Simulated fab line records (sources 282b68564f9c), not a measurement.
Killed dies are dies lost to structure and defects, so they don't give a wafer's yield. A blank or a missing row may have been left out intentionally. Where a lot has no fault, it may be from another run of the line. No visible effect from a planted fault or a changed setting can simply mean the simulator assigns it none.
fab line records -- flow rit-cmos
record: lots: 7, wafers: 21, last-day: 6
route steps=202 shown PSD@150 SDANNEAL@153 NSD@158 PLDD@159 NLDD@160 SILICIDE@161 M1@202
lots untouched by any fault: they come from a run of this same line in which no faults occurred
start-h: the number of hours between the record's first day and the start of the first shown wafer of the lot -- wait-h: hours from the lot's prior step to this one -- " unchanged from the row above -- L1.1+2: several wafers, shown together as one row -- - no value present, or no start provided -- * or withheld: withheld -- < > ~ a bound
route shown NAME@n: NAME is a module with steps in the file, n the number in the route of the first one -- usual: the fault-free wafers' mean and standard deviation -- same: alike in all rows -- chamber/n: place in a boat -- sites: each site's reading -- _std_site: how widely they spread, as a standard deviation -- _edge_site: inner sites' mean taken away from outer sites' mean -- radius-mm: how far each site lies from the wafer's centre -- mask NAME#n: copy n -- behind: the last tool/chamber to shape the wafer -- hold: why the lot went on hold/how many hours it stayed there/how the hold came to an end -- device: whichever transistor did not switch (one of n, p or np) -- end of line: tests run on the same wafers once the route is complete -- for a step that has no rows: nothing shown but its recipe -- killed: not the wafer's yield, but the dies lost to structure and defects at the first sort -- map: dies across one wafer; x = killed, . = not, _ = none there
set.NAME: the run value of the setting; set.NAME@STEP: its run value at that earlier step -- model.NAME: the simulator's own value behind a step, which no gauge read
certain route steps with their lots: each step a table, each wafer a row
services: a tool's chamber out of use, with start hour (start-h, from the record's first day; less than 0 if before it), hours out, and reason
== steps ==
step: RIT_PSD_IMPLANT_08
recipe: species: BF2, energy-kev: 27, dose-cm2: 4.953e+15, tilt-deg: 7
step: RIT_PSD_STRIP_09
recipe: chemistry: O2, time-s: 180, resist: NOVOLAK, platen-temp-c: withheld, power-w: 500, pressure-mtorr: 4000, o2-flow-sccm: 4000
usual: drypump-motor-current-A: 5.6/0.47, rf-refl-power-W: 7.7/1.3
lot.wafer,tool,chamber,start-h,wait-h,drypump-motor-current-A,rf-hours-counter-h,rf-refl-power-W
L486.2,plasma-asher-03,0,60.36,0.1,4.7,43,6.1
L486.3,plasma-asher-03,0,60.36,0.1,4.7,-,6.4
L486.4,plasma-asher-03,1,60.36,0.1,6.2,-,8.5
L488.3,plasma-asher-02,0,70.64,0.1,5.5,-,7.7
L488.4,plasma-asher-02,1,70.64,0.1,5.9,-,5.8
L488.6,plasma-asher-02,0,70.64,0.1,5.5,-,7.6
L490.1,plasma-asher-03,1,77.82,0.1,6.1,45,8.5
L490.4,plasma-asher-03,1,77.82,0.1,6.2,-,8.4
L490.5,plasma-asher-03,0,77.82,0.1,4.7,-,6.1
L492.1,plasma-asher-01,1,88.62,0.1,5.7,46,7.9
L492.3,plasma-asher-01,0,88.62,0.1,5.7,-,9.3
L492.4,plasma-asher-01,1,88.62,0.1,5.7,-,8.1
L493.1,plasma-asher-02,1,94.86,0.1,5.8,46,5.8
L493.2,plasma-asher-02,0,94.86,0.1,5.5,46,7.7
L493.5,plasma-asher-02,0,94.86,0.1,5.5,-,7.6
L499.2,plasma-asher-02,1,123.62,0.1,5.9,49,5.5
L499.3,plasma-asher-02,0,123.62,0.1,5.5,-,7.9
L499.6,plasma-asher-02,0,123.62,0.1,5.5,-,7.8
L500.1,plasma-asher-01,1,129.21,0.1,5.7,1,7.9
L500.3,plasma-asher-01,1,129.21,0.1,5.7,-,7.9
L500.6,plasma-asher-01,1,129.21,0.1,5.7,-,8.1
step: RIT_PSD_TW_MEAS_10
usual: PSD_TW: 3437/20
lot.wafer,tool,chamber,start-h,wait-h,PSD_TW
L486.2,film-metro-03,-,60.54,0.1,3464
L486.3,film-metro-03,-,60.54,0.1,3461
L486.4,film-metro-03,-,60.54,0.1,3482
L488.3,film-metro-03,-,70.77,0.1,3461
L488.4,film-metro-03,-,70.77,0.1,3447
L488.6,film-metro-03,-,70.77,0.1,3446
L490.1,film-metro-02,-,78.00,0.1,3466
L490.4,film-metro-02,-,78.00,0.1,3462
L490.5,film-metro-02,-,78.00,0.1,3466
L492.1,film-metro-01,-,88.79,0.1,3411
L492.3,film-metro-01,-,88.79,0.1,3395
L492.4,film-metro-01,-,88.79,0.1,3409
L493.1,film-metro-03,-,95.03,0.1,3459
L493.2,film-metro-03,-,95.03,0.1,3464
L493.5,film-metro-03,-,95.03,0.1,3465
L499.2,film-metro-03,-,123.80,0.1,3440
L499.3,film-metro-03,-,123.80,0.1,3449
L499.6,film-metro-03,-,123.80,0.1,3447
L500.1,film-metro-01,-,129.39,0.1,3407
L500.3,film-metro-01,-,129.39,0.1,3407
L500.6,film-metro-01,-,129.39,0.1,3432
step: RIT_SDANNEAL_CLEAN_00
recipe: chemistry: SC1, mix: 3:3:50, time-s: 600, temp-c: 75
step: RIT_SDANNEAL_CLEAN_01
recipe: chemistry: dHF, dilution: 50:1, time-s: 30
step: RIT_SDANNEAL_CLEAN_02
recipe: chemistry: SC2, mix: 3:3:50, time-s: 600, temp-c: 75, dry: n2-spin
step: RIT_SDANNEAL_RTA_03
recipe: temp-c: 1050, time-s: 5, idle-temp-c: 600, ramp-up-c-per-s: 342, ramp-down-c-per-s: 171, cool-to-c: 600, ambient: N2
usual: wafer_temp_C_max: 1053.5/1.3
lot.wafer,tool,chamber,start-h,wait-h,wafer_temp_C_max
L486.2,rtp-anneal-02,0,60.97,0.0,1054.1
L486.3,rtp-anneal-02,0,60.97,0.0,1055.8
L486.4,rtp-anneal-02,0,60.97,0.0,1054.4
L488.3,rtp-anneal-02,0,71.20,0.0,1056.4
L488.4,rtp-anneal-02,0,71.20,0.0,1054.8
L488.6,rtp-anneal-02,0,71.20,0.0,1051.7
L490.1,rtp-anneal-02,0,78.49,0.0,1052.6
L490.4,rtp-anneal-02,0,78.49,0.0,1053.5
L490.5,rtp-anneal-02,0,78.49,0.0,1054.0
L492.1,rtp-anneal-02,0,89.25,0.0,1055.0
L492.3,rtp-anneal-02,0,89.25,0.0,1054.4
L492.4,rtp-anneal-02,0,89.25,0.0,1053.6
L493.1,rtp-anneal-01,0,95.46,0.0,1053.1
L493.2,rtp-anneal-01,0,95.46,0.0,1052.1
L493.5,rtp-anneal-01,0,95.46,0.0,1053.9
L499.2,rtp-anneal-01,0,124.23,0.0,1053.5
L499.3,rtp-anneal-01,0,124.23,0.0,1053.3
L499.6,rtp-anneal-01,0,124.23,0.0,1053.7
L500.1,rtp-anneal-02,0,129.82,0.0,1054.8
L500.3,rtp-anneal-02,0,129.82,0.0,1052.1
L500.6,rtp-anneal-02,0,129.82,0.0,1052.5
step: RIT_SDANNEAL_RS_MEAS_04
recipe: thk-meas-gauge: four-point-probe
usual: PSD_RS: 116.07/0.27
lot.wafer,tool,chamber,start-h,wait-h,PSD_RS[ohm/sq]
L486.2,film-metro-02,-,61.04,0.1,116.16
L486.3,film-metro-02,-,61.04,0.1,116.14
L486.4,film-metro-02,-,61.04,0.1,115.90
L488.3,film-metro-02,-,71.28,0.1,116.49
L488.4,film-metro-02,-,71.28,0.1,116.16
L488.6,film-metro-02,-,71.28,0.1,115.87
L490.1,film-metro-01,-,78.55,0.0,116.11
L490.4,film-metro-01,-,78.55,0.0,116.23
L490.5,film-metro-01,-,78.55,0.0,116.02
L492.1,film-metro-02,-,89.31,0.0,116.56
L492.3,film-metro-02,-,89.31,0.0,115.92
L492.4,film-metro-02,-,89.31,0.0,116.48
L493.1,film-metro-03,-,95.52,0.0,115.75
L493.2,film-metro-03,-,95.52,0.0,116.04
L493.5,film-metro-03,-,95.52,0.0,116.22
L499.2,film-metro-03,-,124.30,0.1,115.35
L499.3,film-metro-03,-,124.30,0.1,115.97
L499.6,film-metro-03,-,124.30,0.1,115.75
L500.1,film-metro-02,-,129.87,0.0,116.42
L500.3,film-metro-02,-,129.87,0.0,116.17
L500.6,film-metro-02,-,129.87,0.0,116.28
step: RIT_SDANNEAL_RS_MEAS_05
recipe: thk-meas-gauge: four-point-probe
usual: NSD_RS: 84.56/0.26
lot.wafer,tool,chamber,start-h,wait-h,NSD_RS[ohm/sq]
L486.2,film-metro-02,-,61.16,0.1,84.53
L486.3,film-metro-02,-,61.16,0.1,84.70
L486.4,film-metro-02,-,61.16,0.1,84.65
L488.3,film-metro-02,-,71.40,0.1,84.35
L488.4,film-metro-02,-,71.40,0.1,84.09
L488.6,film-metro-02,-,71.40,0.1,84.22
L490.1,film-metro-01,-,78.67,0.1,84.78
L490.4,film-metro-01,-,78.67,0.1,84.84
L490.5,film-metro-01,-,78.67,0.1,84.52
L492.1,film-metro-02,-,89.43,0.1,84.51
L492.3,film-metro-02,-,89.43,0.1,84.17
L492.4,film-metro-02,-,89.43,0.1,84.53
L493.1,film-metro-03,-,95.64,0.1,84.13
L493.2,film-metro-03,-,95.64,0.1,84.54
L493.5,film-metro-03,-,95.64,0.1,84.31
L499.2,film-metro-03,-,124.42,0.1,84.87
L499.3,film-metro-03,-,124.42,0.1,84.71
L499.6,film-metro-03,-,124.42,0.1,85.12
L500.1,film-metro-02,-,129.99,0.1,84.82
L500.3,film-metro-02,-,129.99,0.1,85.13
L500.6,film-metro-02,-,129.99,0.1,85.18
step: RIT_SDANNEAL_RS_MEAS_06
recipe: thk-meas-gauge: four-point-probe
usual: PLDD_RS: 178.6/0.44
lot.wafer,tool,chamber,start-h,wait-h,PLDD_RS[ohm/sq]
L486.2,film-metro-02,-,61.28,0.1,178.9
L486.3,film-metro-02,-,61.28,0.1,178.6
L486.4,film-metro-02,-,61.28,0.1,178.5
L488.3,film-metro-02,-,71.52,0.1,179.2
L488.4,film-metro-02,-,71.52,0.1,179.0
L488.6,film-metro-02,-,71.52,0.1,179.2
L490.1,film-metro-01,-,78.79,0.1,178.0
L490.4,film-metro-01,-,78.79,0.1,178.6
L490.5,film-metro-01,-,78.79,0.1,178.3
L492.1,film-metro-02,-,89.55,0.1,179.1
L492.3,film-metro-02,-,89.55,0.1,179.2
L492.4,film-metro-02,-,89.55,0.1,179.1
L493.1,film-metro-03,-,95.76,0.1,178.8
L493.2,film-metro-03,-,95.76,0.1,178.8
L493.5,film-metro-03,-,95.76,0.1,178.4
L499.2,film-metro-03,-,124.54,0.1,178.8
L499.3,film-metro-03,-,124.54,0.1,178.5
L499.6,film-metro-03,-,124.54,0.1,178.4
L500.1,film-metro-02,-,130.11,0.1,178.5
L500.3,film-metro-02,-,130.11,0.1,178.6
L500.6,film-metro-02,-,130.11,0.1,178.6
step: RIT_SDANNEAL_RS_MEAS_07
recipe: thk-meas-gauge: four-point-probe
usual: NLDD_RS: 151.6/0.5
lot.wafer,tool,chamber,start-h,wait-h,NLDD_RS[ohm/sq]
L486.2,film-metro-02,-,61.40,0.1,151.2
L486.3,film-metro-02,-,61.40,0.1,152.0
L486.4,film-metro-02,-,61.40,0.1,151.9
L488.3,film-metro-02,-,71.64,0.1,151.9
L488.4,film-metro-02,-,71.64,0.1,151.2
L488.6,film-metro-02,-,71.64,0.1,151.3
L490.1,film-metro-01,-,78.91,0.1,152.0
L490.4,film-metro-01,-,78.91,0.1,152.0
L490.5,film-metro-01,-,78.91,0.1,152.0
L492.1,film-metro-02,-,89.67,0.1,150.4
L492.3,film-metro-02,-,89.67,0.1,150.8
L492.4,film-metro-02,-,89.67,0.1,150.7
L493.1,film-metro-03,-,95.88,0.1,151.2
L493.2,film-metro-03,-,95.88,0.1,151.2
L493.5,film-metro-03,-,95.88,0.1,151.2
L499.2,film-metro-03,-,124.66,0.1,151.2
L499.3,film-metro-03,-,124.66,0.1,151.2
L499.6,film-metro-03,-,124.66,0.1,151.6
L500.1,film-metro-02,-,130.23,0.1,151.7
L500.3,film-metro-02,-,130.23,0.1,152.2
L500.6,film-metro-02,-,130.23,0.1,151.6
step: RIT_SILICIDE_WET_ETCH_00
recipe: chemistry: BOE, target: SiO2, target-depth-nm: 14, time-s: 15, dry: n2-spin, dilution: 10:1, temp-c: 21.5
step: RIT_SILICIDE_SPUTTER_01
recipe: material: Ti, target-thk-nm: 30, power-w: 363.2, chamber-pressure-pa: 0.667, gas: Ar, time-s: 240, substrate-temp-c: 25
usual: throttle-valve-pct: 29.6/1.1
lot.wafer,tool,chamber,start-h,wait-h,throttle-valve-pct,model.Ti_of_SILICIDE_SPUTTER_01.thk-nm
L486.2,pvd-sputter-01,-,61.51,0.0,29.8,31.57
L486.3,pvd-sputter-01,-,61.51,0.0,27.9,31.74
L486.4,pvd-sputter-01,-,61.51,0.0,30.6,31.38
L488.3,pvd-sputter-01,-,71.73,0.0,27.6,31.12
L488.4,pvd-sputter-01,-,71.73,0.0,29.5,30.74
L488.6,pvd-sputter-01,-,71.73,0.0,29.8,30.9
L490.1,pvd-sputter-01,-,79.04,0.0,29.3,26
L490.4,pvd-sputter-01,-,79.04,0.0,28.3,30.96
L490.5,pvd-sputter-01,-,79.04,0.0,28.0,31.5
L492.1,pvd-sputter-01,-,89.80,0.0,28.2,31.36
L492.3,pvd-sputter-01,-,89.80,0.0,29.4,26.17
L492.4,pvd-sputter-01,-,89.80,0.0,29.7,30.96
L493.1,pvd-sputter-01,-,96.01,0.0,28.1,32.15
L493.2,pvd-sputter-01,-,96.01,0.0,29.2,26.91
L493.5,pvd-sputter-01,-,96.01,0.0,29.5,31.67
L499.2,pvd-sputter-03,-,124.77,0.0,30.3,31.33
L499.3,pvd-sputter-03,-,124.77,0.0,28.4,31.36
L499.6,pvd-sputter-03,-,124.77,0.0,30.2,31.38
L500.1,pvd-sputter-04,-,130.37,0.0,27.7,31.38
L500.3,pvd-sputter-04,-,130.37,0.0,30.2,30.4
L500.6,pvd-sputter-04,-,130.37,0.0,30.2,31.2
step: RIT_SILICIDE_RS_MEAS_02
recipe: thk-meas-gauge: four-point-probe, reads: Ti_of_SILICIDE_SPUTTER_01
usual: SILICIDE_TI_RS: 45.9/0.78
lot.wafer,tool,chamber,start-h,wait-h,SILICIDE_TI_RS[ohm/sq]
L486.2,film-metro-01,-,61.68,0.1,45.0
L486.3,film-metro-01,-,61.68,0.1,44.7
L486.4,film-metro-01,-,61.68,0.1,45.2
L488.3,film-metro-04,-,71.92,0.1,45.7
L488.4,film-metro-04,-,71.92,0.1,46.4
L488.6,film-metro-04,-,71.92,0.1,46.1
L490.1,film-metro-04,-,79.19,0.1,57.4
L490.4,film-metro-04,-,79.19,0.1,46.0
L490.5,film-metro-04,-,79.19,0.1,45.1
L492.1,film-metro-04,-,89.95,0.1,45.3
L492.3,film-metro-04,-,89.95,0.1,56.9
L492.4,film-metro-04,-,89.95,0.1,46.1
L493.1,film-metro-04,-,96.16,0.1,43.9
L493.2,film-metro-04,-,96.16,0.1,54.9
L493.5,film-metro-04,-,96.16,0.1,44.8
L499.2,film-metro-01,-,124.94,0.1,45.4
L499.3,film-metro-01,-,124.94,0.1,45.3
L499.6,film-metro-01,-,124.94,0.1,45.2
L500.1,film-metro-04,-,130.52,0.1,45.3
L500.3,film-metro-04,-,130.52,0.1,47.1
L500.6,film-metro-04,-,130.52,0.1,45.5
step: RIT_SILICIDE_THK_MEAS_03
recipe: thk-meas-gauge: xrf, reads: Ti_of_SILICIDE_SPUTTER_01
usual: SILICIDE_TI_THK: 31.5/0.48
lot.wafer,tool,chamber,start-h,wait-h,SILICIDE_TI_THK[nm]
L486.2,film-metro-01,-,61.79,0.1,32.2
L486.3,film-metro-01,-,61.79,0.1,32.4
L486.4,film-metro-01,-,61.79,0.1,32.0
L488.3,film-metro-04,-,72.02,0.1,31.4
L488.4,film-metro-04,-,72.02,0.1,31.1
L488.6,film-metro-04,-,72.02,0.1,31.3
L490.1,film-metro-04,-,79.31,0.1,26.2
L490.4,film-metro-04,-,79.31,0.1,31.3
L490.5,film-metro-04,-,79.31,0.1,31.9
L492.1,film-metro-04,-,90.07,0.1,31.6
L492.3,film-metro-04,-,90.07,0.1,26.4
L492.4,film-metro-04,-,90.07,0.1,31.2
L493.1,film-metro-04,-,96.28,0.1,32.6
L493.2,film-metro-04,-,96.28,0.1,27.3
L493.5,film-metro-04,-,96.28,0.1,31.9
L499.2,film-metro-01,-,125.05,0.1,32.0
L499.3,film-metro-01,-,125.05,0.1,32.0
L499.6,film-metro-01,-,125.05,0.1,32.2
L500.1,film-metro-04,-,130.64,0.1,31.8
L500.3,film-metro-04,-,130.64,0.1,31.0
L500.6,film-metro-04,-,130.64,0.1,31.7
step: RIT_SILICIDE_RTA_04
recipe: temp-c: 650, time-s: 10, idle-temp-c: 25, ramp-up-s: 5, ramp-down-s: 5, cool-to-c: 25, ambient: N2
usual: wafer_temp_C_max: 653.0/0.68
lot.wafer,tool,chamber,start-h,wait-h,wafer_temp_C_max
L486.2,rtp-anneal-01,0,61.85,0.1,653.7
L486.3,rtp-anneal-01,0,61.85,0.1,653.1
L486.4,rtp-anneal-01,0,61.85,0.1,653.7
L488.3,rtp-anneal-01,0,72.08,0.1,653.2
L488.4,rtp-anneal-01,0,72.08,0.1,652.9
L488.6,rtp-anneal-01,0,72.08,0.1,653.9
L490.1,rtp-anneal-01,0,79.37,0.1,654.4
L490.4,rtp-anneal-01,0,79.37,0.1,653.1
L490.5,rtp-anneal-01,0,79.37,0.1,653.8
L492.1,rtp-anneal-01,0,90.13,0.1,652.7
L492.3,rtp-anneal-01,0,90.13,0.1,653.8
L492.4,rtp-anneal-01,0,90.13,0.1,653.7
L493.1,rtp-anneal-02,0,96.34,0.1,652.7
L493.2,rtp-anneal-02,0,96.34,0.1,653.0
L493.5,rtp-anneal-02,0,96.34,0.1,652.3
L499.2,rtp-anneal-02,0,125.11,0.1,652.1
L499.3,rtp-anneal-02,0,125.11,0.1,652.4
L499.6,rtp-anneal-02,0,125.11,0.1,652.5
L500.1,rtp-anneal-01,0,130.70,0.1,653.3
L500.3,rtp-anneal-01,0,130.70,0.1,653.1
L500.6,rtp-anneal-01,0,130.70,0.1,654.3
step: RIT_M1_PROBE_99
usual: killed_at_M0_to_M3: 0.0/0.14, killed-at-front-end: 6.5/3, killed-dies: 6.6/3, killed-open: 3.4/2.2, killed-short: 3.3/1.7
same: gross-dies: 264, killed_at_M4_up: 0, killed-at-back-side: 0, killed-at-contacts: 0, killed-at-other: 0
lot.wafer,tool,chamber,start-h,wait-h,killed_at_M0_to_M3,killed-at-front-end,killed-dies,killed-open,killed-short,model.etest.npoly-line.line-ohm-um,model.etest.ppoly-line.line-ohm-um,model.etest.contact-nplus.end-ohm-um,model.etest.contact-pplus.end-ohm-um,model.etest.npoly-line.rs-ohm-sq,model.etest.ppoly-line.rs-ohm-sq,model.etest.npoly-sal.rs-ohm-sq,model.etest.ppoly-sal.rs-ohm-sq
L486.2,prober-01,-,68.57,0.1,0,15,15,10,5,164.2,158.5,45.61,47.44,16.39,15.83,4.139,4.118
L486.3,prober-01,-,68.62,0.2,0,10,10,7,3,165.1,159.8,45.33,47.27,16.25,15.83,4.129,4.08
L486.4,prober-01,-,68.67,0.2,0,7,7,3,4,169.9,163.5,46.27,45.96,16.38,15.98,4.15,4.12
L488.3,prober-01,-,79.05,0.2,0,8,8,4,4,169.4,161.5,42.23,44.34,16.72,16.08,4.189,4.153
L488.4,prober-01,-,79.10,0.2,1,8,9,5,4,172.5,165.2,41.68,44.01,16.77,16.29,4.224,4.197
L488.6,prober-01,-,79.20,0.2,0,8,8,2,6,168.4,160.5,41.49,44.15,16.8,15.91,4.221,4.207
L490.1,prober-01,-,85.99,0.1,0,8,8,5,3,182.3,173.4,36.47,39.15,18.94,18.22,4.943,4.885
L490.4,prober-01,-,86.14,0.2,0,7,7,4,3,167.3,158.2,43.33,44.1,16.65,16.02,4.24,4.209
L490.5,prober-01,-,86.19,0.2,0,6,6,4,2,155.8,150,44.47,45.79,16.3,15.73,4.199,4.132
L492.1,prober-01,-,96.85,0.1,0,7,7,4,3,159.1,153.4,42.99,48.87,16.33,15.71,4.221,4.172
L492.3,prober-01,-,96.95,0.2,0,13,13,9,4,172.6,167.4,37.23,40.76,18.8,18.07,4.948,4.88
L492.4,prober-01,-,97.00,0.2,0,7,7,6,1,161.4,150.9,42.74,48.81,16.45,15.9,4.223,4.165
L493.1,prober-02,-,103.66,0.1,0,8,8,4,4,165.1,158.2,45.12,47.45,16.17,15.65,4.064,4.048
L493.2,prober-02,-,103.71,0.1,0,5,5,3,2,185.8,176.7,38.31,40.54,18.61,17.75,4.814,4.742
L493.5,prober-02,-,103.86,0.2,0,8,8,5,3,169.3,161.2,43.19,46.14,16.33,15.78,4.13,4.084
L499.2,prober-02,-,131.76,0.1,0,3,3,0,3,169.7,164.8,44.2,45.7,16.6,15.93,4.181,4.139
L499.3,prober-02,-,131.81,0.2,0,8,8,5,3,166.6,159.5,42.6,46.72,16.37,15.93,4.165,4.111
L499.6,prober-02,-,131.96,0.2,0,6,6,3,3,167.8,162,43.83,47.34,16.55,15.99,4.218,4.159
L500.1,prober-01,-,138.36,0.1,0,9,9,7,2,152.8,147.9,43.89,43.78,16.46,15.94,4.188,4.141
L500.3,prober-01,-,138.46,0.2,0,6,6,2,4,159.6,154.5,42.97,43.55,16.8,16.38,4.306,4.31
L500.6,prober-01,-,138.61,0.2,0,1,1,0,1,154.2,147.7,45.54,45.27,16.51,15.89,4.184,4.164
killed by level:class
L486.2 FOX1:geometric-particle:open=2 FOX2:geometric-particle:open=2 GATE:geometric-particle:short=2 SPACER:geometric-particle:open=2 SILICIDE:geometric-particle:open=2 FOX2:geometric-particle:short=1 GATE:geometric-particle:open=1 REOX:geometric-particle:open=1
L486.3 GATE:geometric-particle:open=4 FOX2:geometric-particle:open=2 FOX1:geometric-particle:open=1 FOX2:geometric-particle:short=1 GATE:geometric-particle:short=1 SPACER:geometric-particle:short=1
L486.4 GATE:geometric-particle:open=2 FOX2:geometric-particle:short=1 GATE:geometric-particle:short=1 SPACER:geometric-particle:short=1 SILICIDE:geometric-particle:short=1 SILICIDE:geometric-particle:open=1
L488.3 GATE:geometric-particle:short=2 GATE:geometric-particle:open=2 FOX2:geometric-particle:open=1 FOX2:geometric-particle:short=1 SPACER:geometric-particle:open=1 SILICIDE:geometric-particle:short=1
L488.4 GATE:geometric-particle:open=3 GATE:geometric-particle:short=2 SPACER:geometric-particle:short=1 SPACER:geometric-particle:open=1 SILICIDE:geometric-particle:open=1 M1:geometric-particle:short=1
L488.6 GATE:geometric-particle:short=2 FOX1:geometric-particle:short=1 FOX2:geometric-particle:short=1 FOX2:geometric-particle:open=1 GATE:geometric-particle:open=1 REOX:geometric-particle:short=1 SPACER:geometric-particle:short=1
L490.1 FOX2:geometric-particle:open=2 SILICIDE:geometric-particle:short=2 GATE:geometric-particle:open=1 GATE:geometric-particle:short=1 REOX:geometric-particle:open=1 SPACER:geometric-particle:open=1
L490.4 GATE:geometric-particle:short=2 FOX1:geometric-particle:open=1 FOX2:geometric-particle:open=1 REOX:geometric-particle:open=1 REOX:geometric-particle:short=1 SILICIDE:geometric-particle:open=1
L490.5 FOX1:geometric-particle:open=1 FOX1:geometric-particle:short=1 FOX2:geometric-particle:open=1 REOX:geometric-particle:open=1 SPACER:geometric-particle:open=1 SILICIDE:geometric-particle:short=1
L492.1 FOX1:geometric-particle:short=2 FOX1:geometric-particle:open=2 GATE:geometric-particle:short=1 SPACER:geometric-particle:open=1 SILICIDE:geometric-particle:open=1
L492.3 GATE:geometric-particle:open=4 REOX:geometric-particle:open=3 REOX:geometric-particle:short=2 FOX1:geometric-particle:open=1 FOX1:geometric-particle:short=1 GATE:geometric-particle:short=1 SPACER:geometric-particle:open=1
L492.4 REOX:geometric-particle:open=3 FOX1:geometric-particle:open=1 FOX2:geometric-particle:short=1 FOX2:geometric-particle:open=1 SPACER:geometric-particle:open=1
L493.1 GATE:geometric-particle:short=2 FOX1:geometric-particle:open=1 FOX1:geometric-particle:short=1 GATE:geometric-particle:open=1 REOX:geometric-particle:open=1 SPACER:geometric-particle:open=1 SPACER:geometric-particle:short=1
L493.2 GATE:geometric-particle:short=2 FOX1:geometric-particle:open=1 GATE:geometric-particle:open=1 SILICIDE:geometric-particle:open=1
L493.5 GATE:geometric-particle:open=2 SPACER:geometric-particle:short=2 FOX1:geometric-particle:open=1 GATE:geometric-particle:short=1 SPACER:geometric-particle:open=1 SILICIDE:geometric-particle:open=1
L499.2 FOX1:geometric-particle:short=1 GATE:geometric-particle:short=1 SPACER:geometric-particle:short=1
L499.3 FOX1:geometric-particle:open=2 GATE:geometric-particle:open=2 GATE:geometric-particle:short=2 FOX2:geometric-particle:short=1 SILICIDE:geometric-particle:open=1
L499.6 GATE:geometric-particle:open=2 REOX:geometric-particle:short=2 REOX:geometric-particle:open=1 SPACER:geometric-particle:short=1
L500.1 GATE:geometric-particle:open=3 REOX:geometric-particle:short=2 SILICIDE:geometric-particle:open=2 FOX1:geometric-particle:open=1 REOX:geometric-particle:open=1
L500.3 GATE:geometric-particle:open=2 REOX:geometric-particle:short=2 FOX1:geometric-particle:short=1 SPACER:geometric-particle:short=1
L500.6 SILICIDE:geometric-particle:short=1
== services ==
tool,chamber,start-h,hours,kind
pvd-sputter-04,-,94.76,9.3,repair
plasma-asher-01,-,108.75,9.0,pm
plasma-asher-01,0,108.75,9.0,vent-cycle
plasma-asher-01,1,108.75,9.0,vent-cycle
plasma-asher-01,0,117.75,-,clean
plasma-asher-01,1,117.75,-,clean
pvd-sputter-04,-,120.48,9.6,repair
== key ==
first-sign: step: RIT_SILICIDE_RS_MEAS_02, reading: SILICIDE_TI_RS, direction: up, sigmas: 14, usual: 45.9, struck: 56.4
effect: step: RIT_SILICIDE_THK_MEAS_03, reading: SILICIDE_TI_THK, direction: down, sigmas: 10, usual: 31.5, struck: 26.6
model-effect: step: RIT_SILICIDE_SPUTTER_01, value: Ti_of_SILICIDE_SPUTTER_01.thk-nm, without: 31.34, struck: 26.36
model-effect: step: RIT_M1_PROBE_99, value: etest.npoly-line.line-ohm-um, without: 164, struck: 180.2
met-at RIT_SILICIDE_SPUTTER_01
struck-wafers L490.1,L492.3,L493.2
tester-left-out L490,L492,L493
fault: kind: process-parameter-drift, tool: pvd-sputter-01, chamber: -, onset-h: 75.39, steps: RIT_SILICIDE_SPUTTER_01, channel: target-thk-nm, offset: -4.8006, shape: step, end-h: 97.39, stated: 30, scope: struck-wafers-only
tester-left-out: of these lots the tester's yield and bins aren't shown, on N5 and GAA mostly nor the transistor test; their killed dies are dies lost to structure and defects alone, not to doping, threshold or leakage, so they don't give the yield
